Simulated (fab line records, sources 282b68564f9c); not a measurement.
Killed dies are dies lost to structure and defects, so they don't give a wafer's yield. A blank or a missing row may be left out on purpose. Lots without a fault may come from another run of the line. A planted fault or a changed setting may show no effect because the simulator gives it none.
A struck lot beside a sound one | flow rit_cmos | 15 steps out of a route of 202
Sound: wafers L223.1, L223.2, L223.3. Struck: wafers L236.2, L236.5, L236.6. The cause comes at the end.
At each step with rows: each side's tool, then ch and its chambers, then its first start. Under that, the readings that differ: sound wafers | struck wafers | difference of the means | sigmas: that difference in standard deviations of wafers without a fault.
alike: readings whose means differ by less than 2 such deviations, and words and numbers that are the same on both sides. not compared: withheld readings, readings that some wafer has no value for, bounds like >300 that may hide the same value, and numbers for which the record gives no deviation and whose values overlap.
The two part at a step that has a row with sigmas, a row that says differs or no value, or rows on one side only. Numbers that don't overlap but have no deviation are shown without sigmas and don't part them. A reading that every wafer of one side lacks parts them only if that side has two wafers or more.

RIT_GATE_THK_MEAS_07:
  sound on film_metro-02, day 2 19:23; struck on film_metro-02, day 5 09:38
  alike: GATE_OXIDE_THK
then, 1 step without rows for these wafers: RIT_GATE_CVD_08 (deposits poly-Si from SiH4, target thk 250 nm, time 2220 s).
RIT_GATE_THK_MEAS_09:
  sound on film_metro-03, day 2 21:03; struck on film_metro-03, day 5 11:19
  reading            | sound             | struck            | difference | sigmas
  GATE_POLY_THK (nm) | 246.4 249.0 244.6 | 252.0 252.7 251.9 | +5.5       | +2
then, 6 steps without rows for these wafers: RIT_GATE_HMDS_10 (prime time 60 s); RIT_GATE_COAT_11 (resist thk 850 nm); RIT_GATE_SOFTBAKE_12 (time 60 s); RIT_GATE_EXPOSE_13 (exposes mask M6, target cd 150 nm); RIT_GATE_PEB_14; RIT_GATE_DEVELOP_15 (develop time 50 s).
RIT_GATE_CD_MEAS_16: target cd 150 nm.
  sound on cd_sem-02, day 2 22:07; struck on cd_sem-02, day 5 12:22
  alike: cd_nm
RIT_GATE_OVL_MEAS_17:
  sound on overlay-02, day 2 22:14; struck on overlay-01, day 5 12:28
  alike: GATE_OVL
then, 1 step without rows for these wafers: RIT_GATE_HARDBAKE_18 (time 60 s).
RIT_GATE_ETCH_19: etches poly-Si in SF6/CHF3/O2, stops on SiO2, time 165 s, target depth 312.5 nm.
  sound on rie_si-02 ch 1,2,3, day 2 22:26; struck on rie_si-01 ch 0,3, day 5 12:38
  reading                                   | sound             | struck                  | difference | sigmas
  oes_product_au (a.u.)                     | 0.844 0.846 0.834 | 0.786 0.802 0.811       | -0.042     | -3
  over_etch_frac                            | 0.25 0.25 0.25    | 0.38455 0.38455 0.38455 | +0.13455   |
  model.NOVOLAK_of_GATE_COAT_11.thk_nm (nm) | 673.1 674.1 675.6 | 656.6 655.5 657.5       | -17.7      |
  alike: drypump_motor_current_A, throttle_valve_pct
  not compared: rf_hours_counter_h
RIT_GATE_STRIP_20: strips in O2, time 180 s.
  sound on plasma_asher-02 ch 0,1, day 2 22:32; struck on plasma_asher-01 ch 0,1, day 5 12:45
  alike: drypump_motor_current_A
  not compared: rf_hours_counter_h
RIT_M1_PROBE_99:
  the record has rows for the struck wafers here (prober-01, day 6 08:43) and none for the sound ones

WHERE THEY PART
First at RIT_GATE_THK_MEAS_09; last, within this record, at RIT_M1_PROBE_99.

WHY: what the simulator had put in
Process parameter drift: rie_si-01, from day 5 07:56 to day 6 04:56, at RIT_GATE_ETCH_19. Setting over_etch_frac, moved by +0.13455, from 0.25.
